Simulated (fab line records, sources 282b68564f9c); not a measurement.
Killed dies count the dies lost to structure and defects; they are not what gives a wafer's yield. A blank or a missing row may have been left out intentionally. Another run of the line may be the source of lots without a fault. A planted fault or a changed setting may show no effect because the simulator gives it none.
Split-lot trial + flow rit-cmos + route with 202 steps; 5 lots, 23 wafers read

SPLIT DETAILS
At RIT_GATE_ETCH_19 (etches poly-Si in SF6/CHF3/O2, stops on SiO2, time 165 s, target depth 312.5 nm), the setting time-s was moved away from the recipe's 165 s on 9 of the 23 wafers read, by -9.6% to -4.3%. All remaining wafers had this setting at the recipe value.

Reading taken at the split's own step.

THE READING
oes-product-au, in a.u., at RIT_GATE_ETCH_19 (etches poly-Si in SF6/CHF3/O2, stops on SiO2, time 165 s, target depth 312.5 nm). On this fab line, fault-free wafers typically give 0.851 a.u. with a standard deviation of 0.0095 a.u.

| wafer  | tool, chamber at the split | time-s as run, s | against the recipe | oes-product-au, a.u. | against lot-mates on the recipe |
|--------|----------------------------|------------------|--------------------|----------------------|---------------------------------|
| L077.1 | rie-si-02, 2               | 149.2            | -9.6%              | 0.741                | +0.030                          |
| L077.2 | rie-si-02, 0               | 165              | recipe             | 0.715                | -                               |
| L077.3 | rie-si-02, 3               | 165              | recipe             | 0.707                | -                               |
| L077.5 | rie-si-02, 0               | 165              | recipe             | 0.711                | -                               |
| L077.6 | rie-si-02, 3               | 149.2            | -9.6%              | 0.751                | +0.040                          |
| L079.1 | rie-si-02, 1               | 150              | -9.1%              | 0.925                | +0.072                          |
| L079.2 | rie-si-02, 0               | 165              | recipe             | 0.868                | -                               |
| L079.3 | rie-si-02, 3               | 165              | recipe             | 0.851                | -                               |
| L079.4 | rie-si-02, 2               | 165              | recipe             | 0.841                | -                               |
| L079.5 | rie-si-02, 0               | 150              | -9.1%              | 0.931                | +0.078                          |
| L080.1 | rie-si-01, 3               | 155.7            | -5.6%              | 0.738                | +0.036                          |
| L080.2 | rie-si-01, 2               | 155.7            | -5.6%              | 0.734                | +0.032                          |
| L080.3 | rie-si-01, 1               | 165              | recipe             | 0.706                | -                               |
| L080.5 | rie-si-01, 1               | 155.7            | -5.6%              | 0.733                | +0.031                          |
| L080.6 | rie-si-01, 0               | 165              | recipe             | 0.699                | -                               |
| L081.1 | rie-si-02, 3               | 165              | recipe             | 0.847                | -                               |
| L081.2 | rie-si-02, 0               | 157.9            | -4.3%              | 0.890                | +0.036                          |
| L081.3 | rie-si-02, 1               | 165              | recipe             | 0.855                | -                               |
| L081.5 | rie-si-02, 2               | 157.9            | -4.3%              | 0.870                | +0.016                          |
| L081.6 | rie-si-02, 1               | 165              | recipe             | 0.859                | -                               |
| L082.1 | rie-si-01, 2               | 165              | recipe             | 0.862                | -                               |
| L082.4 | rie-si-01, 0               | 165              | recipe             | 0.840                | -                               |
| L082.5 | rie-si-01, 2               | 165              | recipe             | 0.857                | -                               |

THE FIT
A straight line over all 23 wafers: oes-product-au changes by -0.0017 a.u. for each +1% of time-s; r = -0.08; the points scatter about the line by 0.079 a.u.
The same after taking each lot's own level away (the mean of its wafers on the recipe; 23 wafers): -0.0058 a.u. for each +1%; r = -0.89; scatter 0.012 a.u.
According to that fit, moving time-s by its largest amount changes the reading by 0.056 a.u.
Across the lots, their own levels run from 0.7025 to 0.8537 a.u., a range of 15.9 times the standard deviation given above.
So the lot-to-lot level blurs the effect unless lot-mates are compared.
Check: +0.062 a.u. against its lot-mates is what the line predicts for one of the wafers moved furthest among these (-9.6%) when that wafer is left out of the fit. Against them it came out at +0.03 a.u.
Tool readings at the split's step, against how far the setting was moved: oes-product-au r = -0.08.

ADDITIONAL SPLITS CARRIED BY THESE WAFERS
Note: prior to the reading, these wafers also went through further splits. Each is held against what the fit with the lots' levels taken away leaves over:
| other split on the same wafers      | wafers away from the commonest value | r with oes-product-au (lot level and that fit taken away) |
|-------------------------------------|--------------------------------------|-----------------------------------------------------------|
| RIT_ACTIVE_CVD_03 sih2cl2-flow-sccm | 15                                   | +0.16                                                     |
| RIT_FOX2_OXIDATION_00 ox-time-s     | 18                                   | -0.03                                                     |
| RIT_NWELL_IMPLANT_08 energy-kev     | 10                                   | +0.15                                                     |
| RIT_PWELL_IMPLANT_08 dose-cm2       | 9                                    | +0.36                                                     |
| RIT_NRETRO_COAT_01 resist-thk-nm    | 10                                   | -0.11                                                     |
| RIT_GATE_CLEAN_02 time-s            | 18                                   | +0.39                                                     |
| RIT_GATE_CVD_08 temp-c              | 10                                   | +0.35                                                     |

THE FILE'S OWN FIT
oes-product-au changes by -0.00584 a.u. for each +1% of time-s, r = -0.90.
